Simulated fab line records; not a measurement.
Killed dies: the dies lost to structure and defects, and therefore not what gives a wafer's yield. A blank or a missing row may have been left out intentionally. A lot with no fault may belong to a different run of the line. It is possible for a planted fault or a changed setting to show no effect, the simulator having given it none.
Chamber matching || flow ritCmos || RIT_CONTACT_ETCH_11 on rieDiel-03: 4 sister chambers
The step etches SiO2 in CHF3/CF4/Ar, stops on TiSi2, target depth 480 nm, time 320 s. 8 wafers are shown with their chamber, then 8 later ones without.

== WAFERS, EACH WITH ITS CHAMBER ==
{"wafer": "L605.4", "chamber": 2, "drypumpMotorCurrentA (A)": 6.6, "throttleValvePct (%)": 9.04}
{"wafer": "L609.6", "chamber": 2, "drypumpMotorCurrentA (A)": 6.6, "throttleValvePct (%)": 9.04}
{"wafer": "L612.5", "chamber": 3, "drypumpMotorCurrentA (A)": 5.5, "throttleValvePct (%)": 8.87}
{"wafer": "L614.2", "chamber": 0, "drypumpMotorCurrentA (A)": 5.2, "throttleValvePct (%)": 8.91}
{"wafer": "L616.1", "chamber": 3, "drypumpMotorCurrentA (A)": 5.5, "throttleValvePct (%)": 8.91}
{"wafer": "L616.2", "chamber": 1, "drypumpMotorCurrentA (A)": 5.3, "throttleValvePct (%)": 9.13}
{"wafer": "L616.5", "chamber": 0, "drypumpMotorCurrentA (A)": 5.1, "throttleValvePct (%)": 8.92}
{"wafer": "L620.2", "chamber": 1, "drypumpMotorCurrentA (A)": 5.3, "throttleValvePct (%)": 9.14}

== WAFERS WITH NO CHAMBER GIVEN ==
{"wafer": "L620.4", "drypumpMotorCurrentA (A)": 6.6, "throttleValvePct (%)": 9.04}
{"wafer": "L620.6", "drypumpMotorCurrentA (A)": 5.3, "throttleValvePct (%)": 9.12}
{"wafer": "L624.3", "drypumpMotorCurrentA (A)": 5.3, "throttleValvePct (%)": 9.12}
{"wafer": "L624.4", "drypumpMotorCurrentA (A)": 5.2, "throttleValvePct (%)": 8.89}
{"wafer": "L624.6", "drypumpMotorCurrentA (A)": 5.4, "throttleValvePct (%)": 8.90}
{"wafer": "L626.1", "drypumpMotorCurrentA (A)": 5.2, "throttleValvePct (%)": 8.90}
{"wafer": "L626.2", "drypumpMotorCurrentA (A)": 5.5, "throttleValvePct (%)": 8.89}
{"wafer": "L626.6", "drypumpMotorCurrentA (A)": 5.2, "throttleValvePct (%)": 8.90}

== CHAMBER TAKEN BY EACH ==
{"wafer": "L620.4", "from the rows above": 2, "in truth": 2}
{"wafer": "L620.6", "from the rows above": 1, "in truth": 1}
{"wafer": "L624.3", "from the rows above": 1, "in truth": 1}
{"wafer": "L624.4", "from the rows above": 0, "in truth": 0}
{"wafer": "L624.6", "from the rows above": 3, "in truth": 3}
{"wafer": "L626.1", "from the rows above": 0, "in truth": 0}
{"wafer": "L626.2", "from the rows above": 3, "in truth": 3}
{"wafer": "L626.6", "from the rows above": 0, "in truth": 0}
Correct placement for 8 of the 8. From these rows, 0 cannot be placed. 0 placed wrongly.
How it was worked out, from the rows above alone: a wafer's distance from a chamber is the root of the sum, over the readings, of the square of ((its reading less the chamber's mean) divided by the reading's scatter). If the next closest chamber is less than 2 further off than the closest, the wafer can't be placed; otherwise it belongs to the closest. The mean given for a chamber averages the wafers shown for that chamber. How the scatter is found: for the shown wafers, subtract from each reading the mean of its chamber, square and add these, divide the total by (wafers less chambers), then take the root.
